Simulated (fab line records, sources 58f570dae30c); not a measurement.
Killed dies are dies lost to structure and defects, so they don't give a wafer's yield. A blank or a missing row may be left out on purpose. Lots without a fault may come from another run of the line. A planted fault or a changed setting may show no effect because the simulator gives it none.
One fault seen from 2 desks | flow berkeley_cmos170 | each desk has only its own numbers; what lay behind them comes last

THE METROLOGY DESK
What the gauges read, lot by lot, whatever tool the lot ran on: means of the sampled wafers that have a number. A lot is out of limits, marked OUT, if its mean lies more than 4 standard deviations from the usual mean; the brackets give that distance.
Columns: A = cd_nm at UCB170_NLDD_CD_MEAS_06, usual 1200.8 nm; B = NLDD_OVL at UCB170_NLDD_OVL_MEAS_07, usual 2 nm; C = NLDD_TW at UCB170_NLDD_TW_MEAS_11, usual 2226; D = SPACER_TEOS_THK at UCB170_SPACER_THK_MEAS_01, usual 377 nm
lot  | first seen here | A      | B  | C    | D
L538 | day 6 16:55     | 1198.2 | 6  | 2233 | 378
L539 | day 7 09:22     | 1202.7 | 1  | 2219 | 379
L546 | day 8 18:41     | 1203.2 | -6 | 2233 | 378
L550 | day 9 22:09     | 1201.5 | -1 | 2230 | 374
L553 | day 10 03:34    | 1199.2 | 8  | 2228 | 377
L556 | day 11 09:37    | 1199.5 | -3 | 2227 | 377
This desk's finding: nothing out of limits on any of the 6 lots.

THE TOOL OWNER'S DESK: furnace-01
The tool's own readings at UCB170_SPACER_ANNEAL_02 (time 1800 s): means of the sampled wafers that have a number, for each lot that ran on this tool. A lot is out of limits, marked OUT, if its mean lies more than 4 standard deviations from the usual mean; the brackets give that distance.
Columns: A = spike_tc_centre_C at UCB170_SPACER_ANNEAL_02, usual 903.2 C; B = spike_tc_load_C at UCB170_SPACER_ANNEAL_02, usual 924 C; C = spike_tc_source_C at UCB170_SPACER_ANNEAL_02, usual 922.2 C; D = zone_power_centre_pct at UCB170_SPACER_ANNEAL_02, usual 43.2 %
lot  | first seen here | A               | B              | C               | D
L539 | day 7 12:04     | 903.8           | 926            | 922.3           | 42.4
L546 | day 8 23:11     | 883.0 (-20) OUT | 906 (-5.5) OUT | 902.6 (-14) OUT | 40.9
L550 | day 10 03:23    | 881.9 (-21) OUT | 908 (-4.9) OUT | 902.9 (-14) OUT | 41.1
This desk's finding: out of limits on L546, L550; first on L546, day 8 23:11 (spike_tc_centre_C at UCB170_SPACER_ANNEAL_02). In limits: L539.

PUT TOGETHER
The tool owner's desk could have raised an alarm at day 8 23:11, on L546, L550.
The metrology desk saw nothing out of limits.
The metrology desk has L546, L550 on record, within its limits.
Of the lots named, all ran UCB170_SPACER_ANNEAL_02 on furnace-01.

WHAT THE SIMULATOR HAD PUT IN
Process parameter drift: furnace-01, from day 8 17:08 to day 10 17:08, at UCB170_SPACER_ANNEAL_02. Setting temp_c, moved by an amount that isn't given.
Lots struck among those shown: L546, L550.
Hours from the fault's start to each desk's first reading out of limits: the tool owner's desk, 6.
